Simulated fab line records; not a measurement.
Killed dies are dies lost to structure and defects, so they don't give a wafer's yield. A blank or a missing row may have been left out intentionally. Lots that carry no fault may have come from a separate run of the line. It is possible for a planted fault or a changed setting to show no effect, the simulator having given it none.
What tool caused it? / flow berkeley cmos170 / 13 lots with 39 wafers sampled at 4 steps, on a route of 331 steps

WHAT THE GAUGES READ, wafer by wafer
UCB170_PSD_TW_MEAS_10. Usual: for PSD_TW the level is 2334 and the standard deviation is 34.
lot=L491; measured=day 8 13:51; on=film metro-02; PSD_TW=2292 2294 2314; flag=
lot=L496; measured=day 8 14:23; on=film metro-01; PSD_TW=2292 2298 2293; flag=
lot=L495; measured=day 8 14:13; on=film metro-04; PSD_TW=2371 2379 2375; flag=
lot=L497; measured=day 9 04:50; on=film metro-04; PSD_TW=2374 2380 2378; flag=
lot=L498; measured=day 10 00:17; on=film metro-02; PSD_TW=2321 2312 2328; flag=
lot=L500; measured=day 10 00:52; on=film metro-01; PSD_TW=2317 2332 2317; flag=
lot=L499; measured=day 10 00:35; on=film metro-04; PSD_TW=2359 2366 2351; flag=
lot=L503; measured=day 10 12:20; on=film metro-01; PSD_TW=2305 2324 2309; flag=
lot=L504; measured=day 10 12:29; on=film metro-02; PSD_TW=2333 2337 2328; flag=
lot=L502; measured=day 10 12:35; on=film metro-01; PSD_TW=2315 2324 2317; flag=
lot=L505; measured=day 11 05:14; on=film metro-04; PSD_TW=2374 2381 2374; flag=
lot=L508; measured=day 11 12:59; on=film metro-04; PSD_TW=2375 2381 2373; flag=
lot=L509; measured=day 12 07:37; on=film metro-02; PSD_TW=2305 2306 2307; flag=

UCB170_SDANNEAL_RS_MEAS_05: measurement is done with a four-point probe. Usual: for NLDD_RS the level is 615.5 ohm/sq and the standard deviation is 1.6.
lot=L491; measured=day 8 18:19; on=film metro-02; NLDD_RS (ohm/sq)=615.6 614.1 614.9; flag=
lot=L496; measured=day 8 19:13; on=film metro-01; NLDD_RS (ohm/sq)=617.2 617.0 617.7; flag=
lot=L495; measured=day 8 18:41; on=film metro-01; NLDD_RS (ohm/sq)=616.2 616.7 617.2; flag=
lot=L497; measured=day 9 08:32; on=film metro-02; NLDD_RS (ohm/sq)=614.8 613.9 614.3; flag=
lot=L498; measured=day 10 04:21; on=film metro-04; NLDD_RS (ohm/sq)=616.0 615.8 616.3; flag=
lot=L500; measured=day 10 05:07; on=film metro-02; NLDD_RS (ohm/sq)=613.6 614.1 614.2; flag=
lot=L499; measured=day 10 04:50; on=film metro-01; NLDD_RS (ohm/sq)=614.3 614.1 614.8; flag=
lot=L503; measured=day 10 16:11; on=film metro-04; NLDD_RS (ohm/sq)=614.9 615.8 614.9; flag=
lot=L504; measured=day 10 16:25; on=film metro-01; NLDD_RS (ohm/sq)=618.4 615.7 615.1; flag=
lot=L502; measured=day 10 16:47; on=film metro-02; NLDD_RS (ohm/sq)=614.3 614.2 613.8; flag=
lot=L505; measured=day 11 08:17; on=film metro-04; NLDD_RS (ohm/sq)=617.2 617.1 617.1; flag=
lot=L508; measured=day 11 17:35; on=film metro-04; NLDD_RS (ohm/sq)=618.0 618.3 616.4; flag=
lot=L509; measured=day 12 14:01; on=film metro-04; NLDD_RS (ohm/sq)=575.3 561.9 538.0; flag=OFF

WHICH TOOL RAN EACH LOT (tool, then ch and the chambers of the sampled wafers, then the start)
lot=L491; UCB170_PLDD_STRIP_10=plasma asher-03 ch 0,1, day 8 00:45; UCB170_NLDD_IMPLANT_09=implanter-01 ch 0, day 8 03:46
lot=L496; UCB170_PLDD_STRIP_10=plasma asher-03 ch 0,1, day 8 01:36; UCB170_NLDD_IMPLANT_09=implanter-02 ch 0, day 8 04:23
lot=L495; UCB170_PLDD_STRIP_10=plasma asher-02 ch 0,1, day 8 01:40; UCB170_NLDD_IMPLANT_09=implanter-01 ch 0, day 8 04:25
lot=L497; UCB170_PLDD_STRIP_10=plasma asher-03 ch 0,1, day 8 16:50; UCB170_NLDD_IMPLANT_09=implanter-02 ch 0, day 8 19:17
lot=L498; UCB170_PLDD_STRIP_10=plasma asher-04 ch 0,1, day 9 12:19; UCB170_NLDD_IMPLANT_09=implanter-02 ch 0, day 9 14:07
lot=L500; UCB170_PLDD_STRIP_10=plasma asher-02 ch 0,1, day 9 12:32; UCB170_NLDD_IMPLANT_09=implanter-01 ch 0, day 9 15:10
lot=L499; UCB170_PLDD_STRIP_10=plasma asher-03 ch 0,1, day 9 12:48; UCB170_NLDD_IMPLANT_09=implanter-02 ch 0, day 9 15:32
lot=L503; UCB170_PLDD_STRIP_10=plasma asher-02 ch 0,1, day 10 01:10; UCB170_NLDD_IMPLANT_09=implanter-03 ch 0, day 10 03:27
lot=L504; UCB170_PLDD_STRIP_10=plasma asher-03 ch 0,1, day 10 01:44; UCB170_NLDD_IMPLANT_09=implanter-01 ch 0, day 10 04:15
lot=L502; UCB170_PLDD_STRIP_10=plasma asher-04 ch 0,1, day 10 02:00; UCB170_NLDD_IMPLANT_09=implanter-02 ch 0, day 10 04:25
lot=L505; UCB170_PLDD_STRIP_10=plasma asher-03 ch 0,1, day 10 14:19; UCB170_NLDD_IMPLANT_09=implanter-02 ch 0, day 10 15:56
lot=L508; UCB170_PLDD_STRIP_10=plasma asher-04 ch 0,1, day 11 03:08; UCB170_NLDD_IMPLANT_09=implanter-03 ch 0, day 11 05:23
lot=L509; UCB170_PLDD_STRIP_10=plasma asher-02 ch 0,1, day 11 18:10; UCB170_NLDD_IMPLANT_09=implanter-01 ch 0, day 11 19:47
- UCB170_PLDD_STRIP_10: strips in O2.
- UCB170_NLDD_IMPLANT_09

AS READ BY THE TOOLS THEMSELVES (means over the sampled wafers that have a number; for cases with no such wafer, the mark the record gives instead)
UCB170_PLDD_STRIP_10. Usual: drypump motor current A 5.5 A, standard deviation 0.35; oes product au 0.735 a.u., standard deviation 0.005; strip time to endpoint s 21.62 s, standard deviation 0.072.
lot=L491; tool=plasma asher-03; drypump motor current A (A)=5.7; oes product au (a.u.)=0.731; strip time to endpoint s (s)=21.58; flag=
lot=L496; tool=plasma asher-03; drypump motor current A (A)=5.7; oes product au (a.u.)=0.742; strip time to endpoint s (s)=21.51; flag=
lot=L495; tool=plasma asher-02; drypump motor current A (A)=5.8; oes product au (a.u.)=0.729; strip time to endpoint s (s)=21.54; flag=
lot=L497; tool=plasma asher-03; drypump motor current A (A)=5.7; oes product au (a.u.)=0.735; strip time to endpoint s (s)=21.66; flag=
lot=L498; tool=plasma asher-04; drypump motor current A (A)=5.1; oes product au (a.u.)=0.735; strip time to endpoint s (s)=21.74; flag=
lot=L500; tool=plasma asher-02; drypump motor current A (A)=5.5; oes product au (a.u.)=0.736; strip time to endpoint s (s)=21.64; flag=
lot=L499; tool=plasma asher-03; drypump motor current A (A)=5.7; oes product au (a.u.)=0.737; strip time to endpoint s (s)=21.64; flag=
lot=L503; tool=plasma asher-02; drypump motor current A (A)=5.5; oes product au (a.u.)=0.736; strip time to endpoint s (s)=21.66; flag=
lot=L504; tool=plasma asher-03; drypump motor current A (A)=5.7; oes product au (a.u.)=0.737; strip time to endpoint s (s)=21.62; flag=
lot=L502; tool=plasma asher-04; drypump motor current A (A)=5.1; oes product au (a.u.)=0.734; strip time to endpoint s (s)=21.67; flag=
lot=L505; tool=plasma asher-03; drypump motor current A (A)=5.7; oes product au (a.u.)=0.734; strip time to endpoint s (s)=21.50; flag=
lot=L508; tool=plasma asher-04; drypump motor current A (A)=5.2; oes product au (a.u.)=0.731; strip time to endpoint s (s)=21.60; flag=
lot=L509; tool=plasma asher-02; drypump motor current A (A)=5.8; oes product au (a.u.)=0.734; strip time to endpoint s (s)=21.58; flag=

THE ANSWER, worked out from the rows above alone
Rule: a lot is off if the mean of its wafers that have a number lies more than 3 standard deviations from the usual mean. A lot without any number at a reading at which 4 lots or more have one is off too. All remaining lots with rows at the step are treated as sound. First the gauges in route order, then the tools' own readings, where a lot's mean is used as printed above. At the first step where some lot is off, the reading lying furthest off is the one used; lots without a number count as furthest.
Off: at UCB170_SDANNEAL_RS_MEAS_05 (NLDD_RS), L509.
If a tool, at a process step before that reading, ran all the lots that are off and no sound lot after the first of them, it fits. Those tools and the gauges at UCB170_SDANNEAL_RS_MEAS_05 are tried in the same way. Can't be told from this: 3 tools fit, plasma asher-02 at UCB170_PLDD_STRIP_10, implanter-01 at UCB170_NLDD_IMPLANT_09, film metro-04 at UCB170_SDANNEAL_RS_MEAS_05.

WHAT THE SIMULATOR HAD PUT IN
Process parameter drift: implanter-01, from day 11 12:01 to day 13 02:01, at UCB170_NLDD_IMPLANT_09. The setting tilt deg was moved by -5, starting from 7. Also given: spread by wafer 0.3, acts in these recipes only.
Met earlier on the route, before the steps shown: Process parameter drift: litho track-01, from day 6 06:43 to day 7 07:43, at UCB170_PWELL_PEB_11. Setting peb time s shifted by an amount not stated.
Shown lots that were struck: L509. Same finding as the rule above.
